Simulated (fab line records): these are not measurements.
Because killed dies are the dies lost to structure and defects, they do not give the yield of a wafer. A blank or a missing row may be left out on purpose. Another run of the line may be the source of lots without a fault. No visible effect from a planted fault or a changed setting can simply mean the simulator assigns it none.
Split-lot study | flow berkeleyCmos170 | 23 wafers read from 5 lots, route of 331 steps

## ON THE SPLIT
At UCB170_NVT_IMPLANT_07, the setting doseCm2 was moved away from the recipe's 3e+12 on 6 of the 23 wafers read, by -5.9% to +2.9%. All remaining wafers had this setting at the recipe value.

## FROM THE SPLIT TO THE READING: what the file shows between them, 1 step
- UCB170_NVT_STRIP_08: strips in O2

## THE READING
NVT_TW, at UCB170_NVT_TW_MEAS_09. Typical for fault-free wafers on this fab line: 522.9, with standard deviation 2.2.

wafer  | tool, chamber at the split | doseCm2 as run | against the recipe | NVT_TW | against lot-mates on the recipe
L076.2 | implanter-04, 0            | 3e+12          | recipe             | 526.8  | -
L076.3 | implanter-04, 0            | 3e+12          | recipe             | 525.6  | -
L076.4 | implanter-04, 0            | 3e+12          | recipe             | 520.7  | -
L076.5 | implanter-04, 0            | 3e+12          | recipe             | 521.3  | -
L076.6 | implanter-04, 0            | 3e+12          | recipe             | 523.0  | -
L077.1 | implanter-04, 0            | 3.088e+12      | +2.9%              | 529.2  | +5.6
L077.2 | implanter-04, 0            | 3e+12          | recipe             | 525.1  | -
L077.3 | implanter-04, 0            | 3e+12          | recipe             | 522.1  | -
L077.4 | implanter-04, 0            | 3.088e+12      | +2.9%              | 532.1  | +8.5
L077.6 | implanter-04, 0            | 3.088e+12      | +2.9%              | 531.1  | +7.5
L079.1 | implanter-01, 0            | 3e+12          | recipe             | 524.2  | -
L079.3 | implanter-01, 0            | 3e+12          | recipe             | 522.7  | -
L079.4 | implanter-01, 0            | 3e+12          | recipe             | 523.2  | -
L079.5 | implanter-01, 0            | 3e+12          | recipe             | 522.8  | -
L079.6 | implanter-01, 0            | 3e+12          | recipe             | 520.9  | -
L080.3 | implanter-04, 0            | 3e+12          | recipe             | 522.5  | -
L080.4 | implanter-04, 0            | 3e+12          | recipe             | 523.9  | -
L080.5 | implanter-04, 0            | 3e+12          | recipe             | 522.6  | -
L085.1 | implanter-04, 0            | 3e+12          | recipe             | 523.3  | -
L085.2 | implanter-04, 0            | 2.822e+12      | -5.9%              | 514.1  | -9.4
L085.4 | implanter-04, 0            | 2.822e+12      | -5.9%              | 509.1  | -14.4
L085.5 | implanter-04, 0            | 2.822e+12      | -5.9%              | 507.9  | -15.6
L085.6 | implanter-04, 0            | 3e+12          | recipe             | 523.6  | -

THE FIT
A straight line over all 23 wafers: NVT_TW changes by +2.26 for each +1% of doseCm2; r = +0.95; the points scatter about the line by 1.8.
The same after taking each lot's own level away (the mean of its wafers on the recipe; 23 wafers): +2.26 for each +1%; r = +0.95; scatter 1.8.
That fit puts the effect of the largest move of doseCm2 on the reading at 13.
From 522.76 to 523.60: that is the span of the lots' own levels, equal to 0.4 times the standard deviation above.
Consequently the slope shifts little with the lot-to-lot level, the two slopes agreeing.
Check: for one of the wafers moved furthest among these (-5.9%), held out of the fit, the line's prediction against its lot-mates is -14.9. Against them it came out at -9.35.

## OTHER SPLITS APPLIED TO THESE WAFERS
Before the reading, these wafers also passed through other splits. Each is held against what the fit with the lots' levels taken away leaves over:
other split on the same wafers    | wafers away from the commonest value | r with NVT_TW (lot level and that fit taken away)
UCB170_NWELL_COAT_07 resistThkNm  | 11                                   | +0.09
UCB170_NWELL_IMPLANT_14 energyKev | 11                                   | +0.08
UCB170_PWELL_CVD_05 pressureMtorr | 18                                   | +0.06
UCB170_PFIELD_IMPLANT_07 doseCm2  | 9                                    | +0.27

## THE FILE'S OWN FIT
NVT_TW changes by +2.26 for each +1% of doseCm2, r = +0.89.
